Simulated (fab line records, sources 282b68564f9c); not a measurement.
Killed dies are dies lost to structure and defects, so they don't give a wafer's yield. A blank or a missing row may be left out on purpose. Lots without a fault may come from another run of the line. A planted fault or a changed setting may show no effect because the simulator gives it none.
A struck lot beside a sound one | flow rit_cmos | 15 steps out of a route of 202
Sound: wafers L807.1, L807.2, L807.5. Struck: wafers L817.3, L817.4, L817.6. The cause comes at the end.
At each step with rows: each side's tool, then ch and its chambers, then its first start. Under that, the readings that differ: sound wafers | struck wafers | difference of the means | sigmas: that difference in standard deviations of wafers without a fault.
alike: readings whose means differ by less than 2 such deviations, and words and numbers that are the same on both sides. not compared: withheld readings, readings that some wafer has no value for, bounds like >300 that may hide the same value, and numbers for which the record gives no deviation and whose values overlap.
The two part at a step that has a row with sigmas, a row that says differs or no value, or rows on one side only. Numbers that don't overlap but have no deviation are shown without sigmas and don't part them. A reading that every wafer of one side lacks parts them only if that side has two wafers or more.

RIT_FOX2_THK_MEAS_01:
  sound on film_metro-02, day 2 19:22; struck on film_metro-01, day 4 22:52
  alike: FOX2_OXIDE_THK
then, 2 steps without rows for these wafers: RIT_FOX2_CLEAN_02 (cleans in dHF, time 180 s); RIT_FOX2_WET_ETCH_03 (etches Si3N4 in H3PO4, target depth 195 nm, time 2700 s).
RIT_FOX2_THK_MEAS_90:
  sound on film_metro-01, day 2 20:14; struck on film_metro-04, day 5 00:30
  alike: FIELD_OXIDE_LEFT_1_THK
then, 6 steps without rows for these wafers: RIT_NWELL_HMDS_00 (prime time 60 s); RIT_NWELL_COAT_01 (resist thk 1300 nm); RIT_NWELL_SOFTBAKE_02 (time 60 s); RIT_NWELL_EXPOSE_03 (exposes mask M2, target cd 43900 nm); RIT_NWELL_PEB_04; RIT_NWELL_DEVELOP_05 (develop time 68 s).
RIT_NWELL_OVL_MEAS_06:
  sound on overlay-01, day 2 21:19; struck on overlay-01, day 5 01:28
  alike: NWELL_OVL
then, 1 step without rows for these wafers: RIT_NWELL_HARDBAKE_07 (time 120 s).
RIT_NWELL_IMPLANT_08:
  sound on implanter-03 ch 0, day 2 21:35; struck on implanter-03 ch 0, day 5 01:47
  reading                   | sound                | struck               | difference | sigmas
  beam_energy_keV           | 170.01 169.98 170.07 | 162.75 162.69 162.73 | -7.30      | -99 or more
  model.implant.rp_nm (nm)  | 211.2 211.2 211.2    | 201 201 201          | -10        |
  model.implant.drp_nm (nm) | 68.82 68.82 68.82    | 66.65 66.65 66.65    | -2.17      |
RIT_NWELL_STRIP_09: strips in O2, time 180 s.
  sound on plasma_asher-01 ch 0,1, day 2 21:44; struck on plasma_asher-03 ch 0,1, day 5 01:57
  reading             | sound          | struck         | difference | sigmas
  o2_flow_sccm (sccm) | 3993 3997 4030 | 3959 3980 3982 | -33        | -3
  alike: drypump_motor_current_A, rf_refl_power_W
  not compared: rf_hours_counter_h
RIT_M1_PROBE_99:
  sound on prober-01, day 4 11:26; struck on prober-01, day 6 15:07
  reading                      | sound                | struck               | difference | sigmas
  killed_open                  | 6 8 4                | 2 0 3                | -4         | -2
  model.etest.field_p.vt_v (V) | -12.64 -12.68 -12.62 | -12.16 -12.02 -12.01 | +0.58      |
  alike: killed_at_contacts, killed_at_front_end, killed_dies, killed_on_rim, killed_short

WHERE THEY PART
First at RIT_NWELL_IMPLANT_08; last, within this record, at RIT_M1_PROBE_99.

WHY: what the simulator had put in
Process parameter drift: implanter-03, from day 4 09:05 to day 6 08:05, at RIT_NWELL_IMPLANT_08. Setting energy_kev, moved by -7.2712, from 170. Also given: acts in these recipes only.
